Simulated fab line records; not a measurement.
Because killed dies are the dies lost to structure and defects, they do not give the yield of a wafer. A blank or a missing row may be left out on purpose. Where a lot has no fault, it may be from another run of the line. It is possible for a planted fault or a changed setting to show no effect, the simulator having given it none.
Lot-split experiment | flow berkeley cmos170 | 5 lots, 22 wafers read, on a route of 331 steps

== THE SPLIT ==
At UCB170_PWELL_PEB_11, the setting peb temp c was moved away from the recipe's 130 C on 7 of the 22 wafers read, by -1.6% to -1.2%. The other wafers ran this setting at the recipe's value.

== FROM THE SPLIT TO THE READING: what the file shows between them, 1 step ==
- UCB170_PWELL_DEVELOP_12: develop time 45 s

== THE READING ==
PWELL.cd nm (the simulator's own value, which no gauge read), in nm, at UCB170_PWELL_ETCH_14 (etches Si3N4 in CH3F/Ar/O2, stops on SiO2, target depth 242 nm, time 151 s). No usual value for it is given in the file. Across the 15 wafers here that went through the recipe, the average is 2999 nm and the standard deviation 1.1 nm.

wafer  | tool, chamber at the split | peb temp c as run, C | against the recipe | PWELL.cd nm, nm | against lot-mates on the recipe
L078.1 | litho track-02, 0          | 130                  | recipe             | 3000            | -
L078.3 | litho track-02, 0          | 130                  | recipe             | 3000            | -
L078.2 | litho track-02, 0          | 128.5                | -1.2%              | 2988            | -12
L078.4 | litho track-02, 0          | 128.5                | -1.2%              | 2989            | -11
L078.5 | litho track-02, 0          | 130                  | recipe             | 2999            | -
L082.3 | litho track-02, 0          | 128                  | -1.5%              | 2986            | -15
L082.6 | litho track-02, 0          | 128                  | -1.5%              | 2986            | -15
L082.4 | litho track-02, 0          | 130                  | recipe             | 3001            | -
L082.5 | litho track-02, 0          | 130                  | recipe             | 3001            | -
L083.1 | litho track-02, 0          | 130                  | recipe             | 2999            | -
L083.2 | litho track-02, 0          | 130                  | recipe             | 2998            | -
L083.3 | litho track-02, 0          | 130                  | recipe             | 2998            | -
L083.4 | litho track-02, 0          | 130                  | recipe             | 2998            | -
L083.5 | litho track-02, 0          | 130                  | recipe             | 3000            | -
L084.2 | litho track-02, 0          | 130                  | recipe             | 3001            | -
L084.5 | litho track-02, 0          | 130                  | recipe             | 2999            | -
L084.6 | litho track-02, 0          | 130                  | recipe             | 2999            | -
L085.2 | litho track-04, 0          | 127.9                | -1.6%              | 2984            | -14
L085.6 | litho track-04, 0          | 127.9                | -1.6%              | 2984            | -14
L085.3 | litho track-04, 0          | 127.9                | -1.6%              | 2981            | -18
L085.4 | litho track-04, 0          | 130                  | recipe             | 2998            | -
L085.5 | litho track-04, 0          | 130                  | recipe             | 2999            | -

FIT RESULTS
A straight line over all 22 wafers: PWELL.cd nm changes by +9.55 nm for each +1% of peb temp c; r = +0.98; the points scatter about the line by 1.2 nm.
The same after taking each lot's own level away (the mean of its wafers on the recipe; 22 wafers): +9.66 nm for each +1%; r = +0.99; scatter 0.82 nm.
On that fit, the largest move of peb temp c shifts the reading by 16 nm.
The span of the lots' own levels, 2998.5 to 3001.0 nm, comes to 2.3 times the standard deviation stated above.
The two slopes agree, so the slope changes little with the lot-to-lot level.
Check: for one of the wafers moved furthest among these (-1.6%), held out of the fit, the line's prediction against its lot-mates is -15.8 nm. Against them it came out at -14.5 nm.

== OTHER SPLITS ON THESE WAFERS ==
Before the reading, these wafers also passed through other splits. Each is held against what the fit with the lots' levels taken away leaves over:
other split on the same wafers     | wafers away from the commonest value | r with PWELL.cd nm (lot level and that fit taken away)
UCB170_ZERO_STRIP_07 o2 flow sccm  | 10                                   | +0.02
UCB170_NWELL_IMPLANT_14 energy kev | 5                                    | +0.06

== FILE'S OWN FIT ==
PWELL.cd nm changes by +9.52 nm for each +1% of peb temp c, r = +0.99.
